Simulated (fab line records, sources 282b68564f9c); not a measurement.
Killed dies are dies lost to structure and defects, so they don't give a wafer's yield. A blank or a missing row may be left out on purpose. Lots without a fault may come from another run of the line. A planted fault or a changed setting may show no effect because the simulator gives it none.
fab line records | flow rit_cmos
record lots=14 wafers=42 last_day=7
route steps=202 shown NLDD@113 NSD@140 PSD@152 M1@192
lots that met no fault: from a run of the same line without faults
start_h: hours from the record's first day to the start of the lot's first wafer shown | wait_h: hours since the lot's step before | " the same as in the row above | L1.1+2: a row that stands for several wafers | - no value, or no start given | * or withheld: withheld | < > ~ a bound
route shown NAME@n: a module of which the file shows steps, and the number in the route of the first | usual: mean/standard deviation of fault-free wafers | same: alike in all rows | chamber/n: place in a boat | sites: the reading at each site | _std_site: their standard deviation | _edge_site: outer sites' mean less inner sites' | radius_mm: how far each site lies from the wafer's centre | mask NAME#n: copy n | behind: the tool/chamber that last shaped the wafer | hold: why the lot was held/for how many hours/how that ended | device: the transistor (n, p or np) that didn't switch | end of line: the same wafers' tests at the end of the route | a step without rows: its recipe alone | killed: dies lost to structure and defects at the first sort, not the wafer's yield | map: a wafer's dies, x killed, . not, _ none there
set.NAME: the setting as run; set.NAME@STEP: as run at that earlier step | model.NAME: the simulator's own value behind a step, which no gauge read
steps of the route over a sample of lots; a table a step, a row a wafer
services: from which hour (start_h, from the record's first day; less than 0 if before it) a tool's chamber was out of use, for how many hours, and why
## steps
# step RIT_NLDD_TW_MEAS_10
# usual NLDD_TW=2478/21
# columns lot.wafer tool chamber start_h wait_h NLDD_TW
L356.1 film_metro-01 - 51.35 0.1 2447
L356.2 " - " " 2452
L356.5 " - " " 2443
L357.2 film_metro-04 - 54.74 0.1 2487
L357.4 " - " " 2488
L357.6 " - " " 2508
L361.1 film_metro-04 - 78.58 0.1 2516
L361.3 " - " " 2519
L361.5 " - " " 2505
L362.1 film_metro-01 - 82.10 0.1 2443
L362.3 " - " " 2459
L362.4 " - " " 2458
L363.1 film_metro-02 - 86.83 0.1 2474
L363.3 " - " " 2471
L363.5 " - " " 2476
L364.3 film_metro-01 - 92.79 0.1 2470
L364.4 " - " " 2453
L364.5 " - " " 2454
L365.1 film_metro-02 - 97.25 0.1 2497
L365.2 " - " " 2472
L365.5 " - " " 2495
L366.1 film_metro-01 - 100.31 0.1 2459
L366.3 " - " " 2458
L366.6 " - " " 2446
L367.2 film_metro-04 - 104.17 0.1 2484
L367.3 " - " " 2499
L367.4 " - " " 2508
L371.3 film_metro-01 - 126.31 0.1 2462
L371.4 " - " " 2453
L371.5 " - " " 2471
L372.1 film_metro-02 - 128.74 0.1 2479
L372.3 " - " " 2475
L372.4 " - " " 2471
L375.1 film_metro-02 - 143.74 0.1 2482
L375.3 " - " " 2471
L375.6 " - " " 2472
L377.2 film_metro-01 - 157.85 0.1 2453
L377.5 " - " " 2460
L377.6 " - " " 2473
L378.2 film_metro-01 - 159.61 0.1 2462
L378.3 " - " " 2457
L378.5 " - " " 2465
# step RIT_NSD_STRIP_09
# recipe chemistry=O2 time_s=180 resist=NOVOLAK platen_temp_c=withheld power_w=500 pressure_mtorr=4000 o2_flow_sccm=4000
# usual drypump_motor_current_A=5.4/0.4
# columns lot.wafer tool chamber start_h wait_h drypump_motor_current_A rf_hours_counter_h
L356.1 plasma_asher-04 1 56.57 0.1 5.6 27
L356.2 " 0 " " 4.8 27
L356.5 " 0 " " 4.8 -
L357.2 plasma_asher-03 1 60.02 0.1 5.6 44
L357.4 " 0 " " 5.5 -
L357.6 " 0 " " 5.5 -
L361.1 plasma_asher-03 1 83.74 0.1 5.7 46
L361.3 " 0 " " 5.5 -
L361.5 " 0 " " 5.5 -
L362.1 plasma_asher-04 0 87.40 0.1 4.8 30
L362.3 " 0 " " 4.8 -
L362.4 " 1 " " 5.6 -
L363.1 plasma_asher-04 1 93.21 0.1 5.6 31
L363.3 " 1 " " 5.6 -
L363.5 " 0 " " 4.8 -
L364.3 plasma_asher-03 0 98.20 0.1 5.5 -
L364.4 " 1 " " 5.6 -
L364.5 " 0 " " 5.5 -
L365.1 plasma_asher-04 0 102.58 0.1 4.8 32
L365.2 " 1 " " 5.6 32
L365.5 " 1 " " 5.6 -
L366.1 plasma_asher-01 0 105.49 0.1 6.0 45
L366.3 " 1 " " 5.6 -
L366.6 " 0 " " 6.0 -
L367.2 plasma_asher-04 0 109.68 0.1 4.8 33
L367.3 " 1 " " 5.6 -
L367.4 " 0 " " 4.8 -
L371.3 plasma_asher-04 0 132.15 0.1 4.8 -
L371.4 " 1 " " 5.6 -
L371.5 " 0 " " 4.8 -
L372.1 plasma_asher-01 1 133.92 0.1 5.6 2
L372.3 " 1 " " 5.6 -
L372.4 " 0 " " 6.0 -
L375.1 plasma_asher-01 1 149.03 0.1 5.6 3
L375.3 " 0 " " 6.0 -
L375.6 " 0 " " 6.0 -
L377.2 plasma_asher-01 1 163.32 0.2 5.6 5
L377.5 " 0 " " 6.1 -
L377.6 " 1 " " 5.6 -
L378.2 plasma_asher-01 1 164.97 0.1 5.6 6
L378.3 " 1 " " 5.6 -
L378.5 " 1 " " 5.6 -
# step RIT_PSD_TW_MEAS_10
# usual PSD_TW=3423/30
# columns lot.wafer tool chamber start_h wait_h PSD_TW
L356.1 film_metro-01 - 58.16 0.1 3397
L356.2 " - " " 3390
L356.5 " - " " 3393
L357.2 film_metro-01 - 61.75 0.1 3379
L357.4 " - " " 3394
L357.6 " - " " 3380
L361.1 film_metro-01 - 85.47 0.1 3401
L361.3 " - " " 3417
L361.5 " - " " 3410
L362.1 film_metro-04 - 89.12 0.1 3478
L362.3 " - " " 3502
L362.4 " - " " 3493
L363.1 film_metro-01 - 94.93 0.1 3417
L363.3 " - " " 3403
L363.5 " - " " 3414
L364.3 film_metro-01 - 99.88 0.1 3407
L364.4 " - " " 3402
L364.5 " - " " 3394
L365.1 film_metro-01 - 104.41 0.1 3431
L365.2 " - " " 3416
L365.5 " - " " 3430
L366.1 film_metro-04 - 107.21 0.1 3445
L366.3 " - " " 3452
L366.6 " - " " 3466
L367.2 film_metro-02 - 111.41 0.1 3446
L367.3 " - " " 3447
L367.4 " - " " 3436
L371.3 film_metro-04 - 133.71 0.1 3432
L371.4 " - " " 3440
L371.5 " - " " 3454
L372.1 film_metro-01 - 135.64 0.1 3389
L372.3 " - " " 3412
L372.4 " - " " 3397
L375.1 film_metro-01 - 150.75 0.1 3403
L375.3 " - " " 3391
L375.6 " - " " 3402
L377.2 film_metro-01 - 165.07 0.1 3435
L377.5 " - " " 3430
L377.6 " - " " 3418
L378.2 film_metro-04 - 166.58 0.1 3460
L378.3 " - " " 3450
L378.5 " - " " 3466
# step RIT_M1_DEVELOP_08
# recipe resist=NOVOLAK develop_time_s=68 dev_temp_c=23
# usual chill_plate_temp_C=22.99/0.098 develop_time_s=68/0
# columns lot.wafer tool chamber start_h wait_h chill_plate_temp_C develop_time_s
L356.1 litho_track-01 0 63 - 22.99 68
L356.2 " 0 " " 22.92 68
L356.5 " 0 " " 22.97 68
L357.2 litho_track-04 0 66 - 23.06 68
L357.4 " 0 " " 23.01 68
L357.6 " 0 " " 22.98 68
L361.1 litho_track-04 0 90 - 23.02 68
L361.3 " 0 " " 22.99 68
L361.5 " 0 " " 22.99 68
L362.1 litho_track-04 0 94 - 23.09 68
L362.3 " 0 " " 23.21 68
L362.4 " 0 " " 23.03 68
L363.1 litho_track-02 0 99 - 22.82 68
L363.3 " 0 " " 22.95 68
L363.5 " 0 100 - 22.94 68
L364.3 litho_track-04 0 105 - 22.92 68
L364.4 " 0 " " 23.03 68
L364.5 " 0 " " 23.05 68
L365.1 litho_track-04 0 109 - 22.83 68
L365.2 " 0 " " 22.88 68
L365.5 " 0 " " 23.03 68
L366.1 litho_track-02 0 112 - 22.92 68
L366.3 " 0 " " 22.90 68
L366.6 " 0 " " 22.98 68
L367.2 litho_track-02 0 116 - 22.95 68
L367.3 " 0 " " 22.95 68
L367.4 " 0 " " 23.04 68
L371.3 litho_track-04 - 139 - - -
L371.4 " - " " - -
L371.5 " - " " - -
L372.1 litho_track-02 - 141 - - -
L372.3 " - " " - -
L372.4 " - " " - -
L375.1 litho_track-02 0 155 - 23.12 68
L375.3 " 0 " " 23.14 68
L375.6 " 0 " " 23.12 68
L377.2 litho_track-02 0 169 - 23.00 68
L377.5 " 0 170 - 23.21 68
L377.6 " 0 " " 23.01 68
L378.2 litho_track-02 0 171 - 22.90 68
L378.3 " 0 " " 22.85 68
L378.5 " 0 " " 22.85 68
## services
# columns tool chamber start_h hours kind
plasma_asher-01 - 35.35 1.6 repair
plasma_asher-03 - 62.49 0.7 repair
plasma_asher-04 - 93.69 0.4 repair
plasma_asher-04 - 105.16 2.2 repair
plasma_asher-01 - 108.75 9.0 pm
plasma_asher-01 0 108.75 9.0 vent_cycle
plasma_asher-01 1 108.75 9.0 vent_cycle
plasma_asher-01 0 117.75 - clean
plasma_asher-01 1 117.75 - clean
plasma_asher-04 - 162.57 3.1 repair
## key
first_sign step=RIT_M1_DEVELOP_08 reading=tool_record direction=missing
effect none on later readings
met_at RIT_M1_DEVELOP_08
struck_lots L371,L372
later_rows_left_out L371.3,L371.4,L371.5,L372.1,L372.3,L372.4
sort_left_out L371.3,L371.4,L371.5,L372.1,L372.3,L372.4
not_acting_at RIT_NLDD_TW_MEAS_10,RIT_NSD_STRIP_09,RIT_PSD_TW_MEAS_10
onset_between 116 139
fault kind=skipped_step_whole tool=litho_track-02,litho_track-04 chamber=- onset_h=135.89 steps=RIT_M1_DEVELOP_08 scope=struck_lots_only
# sort_left_out: the simulated sort isn't trusted on such a fault, so these wafers' sort isn't shown, and their yield isn't known
# later_rows_left_out: the simulator's readings of these wafers behind a module that went badly wrong aren't trusted and aren't shown, but for the sort
